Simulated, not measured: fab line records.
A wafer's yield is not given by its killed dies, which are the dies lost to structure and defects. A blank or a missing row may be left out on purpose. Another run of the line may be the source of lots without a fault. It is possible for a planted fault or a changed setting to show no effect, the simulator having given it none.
The tool behind it: which one?	flow rit_cmos	6 lots, 18 wafers sampled, at 4 steps of a route of 202

## WHAT THE GAUGES READ, wafer by wafer
RIT_CONTACT_CD_MEAS_90: target cd 1000 nm.
lot	measured	on	cd_nm (nm)
L375	day 3 16:40	cd_sem-01	997.2 995.9 997.5
L377	day 4 02:07	cd_sem-02	996.9 997.9 998.1
L379	day 4 11:32	cd_sem-02	998.0 999.0 999.0
L388	day 6 08:39	cd_sem-01	993.8 995.3 994.1
L394	day 7 10:03	cd_sem-01	1001.2 1000.5 1000.6
L396	day 7 21:20	cd_sem-01	999.9 999.8 1000.8

## TOOL THAT RAN EACH LOT (tool first, then ch and the chambers of the sampled wafers, then the start)
lot	RIT_PWELL_STRIP_09	RIT_PSD_HMDS_00	RIT_SILICIDE_RTA_06
L375	plasma_asher-04 ch 0,1, day 2 05:18	litho_track-03 ch 0, day 3 11:46	rtp_anneal-02 ch 0, day 3 14:41
L377	plasma_asher-04 ch 0,1, day 2 14:56	litho_track-04 ch 0, day 3 21:20	rtp_anneal-02 ch 0, day 4 00:13
L379	plasma_asher-03 ch 0,1, day 3 01:50	litho_track-02 ch 0, day 4 06:47	rtp_anneal-02 ch 0, day 4 09:35
L388	plasma_asher-02 ch 0,1, day 4 22:26	litho_track-03 ch 0, day 6 03:54	rtp_anneal-01 ch 0, day 6 06:41
L394	plasma_asher-03 ch 1, day 6 03:31	litho_track-04 ch 0, day 7 05:22	rtp_anneal-01 ch 0, day 7 08:12
L396	plasma_asher-02 ch 0,1, day 6 14:37	litho_track-04 ch 0, day 7 16:37	rtp_anneal-01 ch 0, day 7 19:31
- RIT_PWELL_STRIP_09: strips in O2, time 180 s.
- RIT_PSD_HMDS_00: prime time 60 s.
- RIT_SILICIDE_RTA_06: time 10 s, ramp up 5 s, ramp down 10 s.

## THE ANSWER, worked out from the rows above alone
Rule: usual is defined by the lots themselves. The widest of any qualifying gaps counts: lots, ordered by their means at a reading, are off when they make up no more than a third of the lots, leave a main group of 4 or more, and stand apart from it by 3 or more times the standard deviation of that group's means. A main group whose means are all the same, to the digits that the tables above print for the reading, isn't used. A lot without any number at a reading at which 4 lots or more have one is off too. All remaining lots with rows at the step are treated as sound.
No lot is off at any reading shown: from this, nothing can be told.

## WHAT HAD BEEN PUT IN BY THE SIMULATOR
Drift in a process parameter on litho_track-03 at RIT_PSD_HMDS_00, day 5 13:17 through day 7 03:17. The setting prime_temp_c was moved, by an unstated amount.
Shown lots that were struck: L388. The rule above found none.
